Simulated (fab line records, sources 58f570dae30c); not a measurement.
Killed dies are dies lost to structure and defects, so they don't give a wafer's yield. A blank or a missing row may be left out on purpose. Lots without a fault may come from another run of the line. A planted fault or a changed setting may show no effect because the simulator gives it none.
Chamber matching | flow berkeley_cmos170 | UCB170_SPACER_ETCHBACK_03 on rie_diel-01: 4 sister chambers
The step etches SiO2 in CHF3/CF4/Ar, stops on Si, target depth 376 nm, time 100 s. 14 wafers are shown with their chamber, then 6 later ones without.

WAFERS WITH THEIR CHAMBER
wafer  | chamber | drypump_motor_current_A (A) | throttle_valve_pct (%) | oes_product_au (a.u.)
L633.2 | 3       | 5.3                         | 6.58                   | 0.882
L633.4 | 0       | 6.3                         | 6.49                   | 0.885
L633.6 | 1       | 4.7                         | 6.25                   | 0.899
L636.1 | 2       | 6.4                         | 6.50                   | 0.909
L636.2 | 1       | 4.7                         | 6.23                   | 0.881
L636.6 | 1       | 4.7                         | 6.22                   | 0.878
L644.4 | 1       | 4.7                         | 6.25                   | 0.884
L644.6 | 3       | 5.4                         | 6.57                   | 0.887
L648.1 | 2       | 6.4                         | 6.51                   | 0.893
L648.2 | 0       | 6.3                         | 6.49                   | 0.868
L648.4 | 3       | 5.4                         | 6.57                   | 0.870
L649.2 | 3       | 5.3                         | 6.56                   | 0.873
L649.3 | 0       | 6.3                         | 6.50                   | 0.886
L649.5 | 0       | 6.3                         | 6.49                   | 0.888

SIGNATURES (means of the wafers above)
reading                 | chamber 0 | chamber 1 | chamber 2 | chamber 3 | scatter within a chamber
drypump_motor_current_A | 6.300     | 4.700     | 6.400     | 5.350     | 0.0316
throttle_valve_pct      | 6.4925    | 6.2375    | 6.5050    | 6.5700    | 0.01
oes_product_au          | 0.88175   | 0.88550   | 0.90100   | 0.87800   | 0.00912
Rule: a wafer's distance from a chamber is the root of the sum, over the readings, of the square of ((its reading less the chamber's mean) divided by the reading's scatter). The wafer belongs to the nearest chamber; if the next one is less than 2 further off, it can't be placed. The scatter: the root of (the sum of the squares of (reading less its chamber's mean) over the shown wafers, divided by (wafers less chambers)).

WAFERS WITHOUT THEIR CHAMBER
wafer  | drypump_motor_current_A (A) | throttle_valve_pct (%) | oes_product_au (a.u.)
L654.2 | 6.4                         | 6.51                   | 0.915
L654.5 | 4.7                         | 6.23                   | 0.891
L654.6 | 5.3                         | 6.56                   | 0.886
L655.1 | 4.7                         | 6.24                   | 0.886
L655.2 | 5.4                         | 6.57                   | 0.891
L655.6 | 5.4                         | 6.57                   | 0.893

WHICH CHAMBER EACH WENT THROUGH
wafer  | from the rows above | in truth
L654.2 | 2                   | 2
L654.5 | 1                   | 1
L654.6 | 3                   | 3
L655.1 | 1                   | 1
L655.2 | 3                   | 3
L655.6 | 3                   | 3
Placed correctly: 6 of 6. Can't be placed from these rows: 0. Placed wrongly: 0.
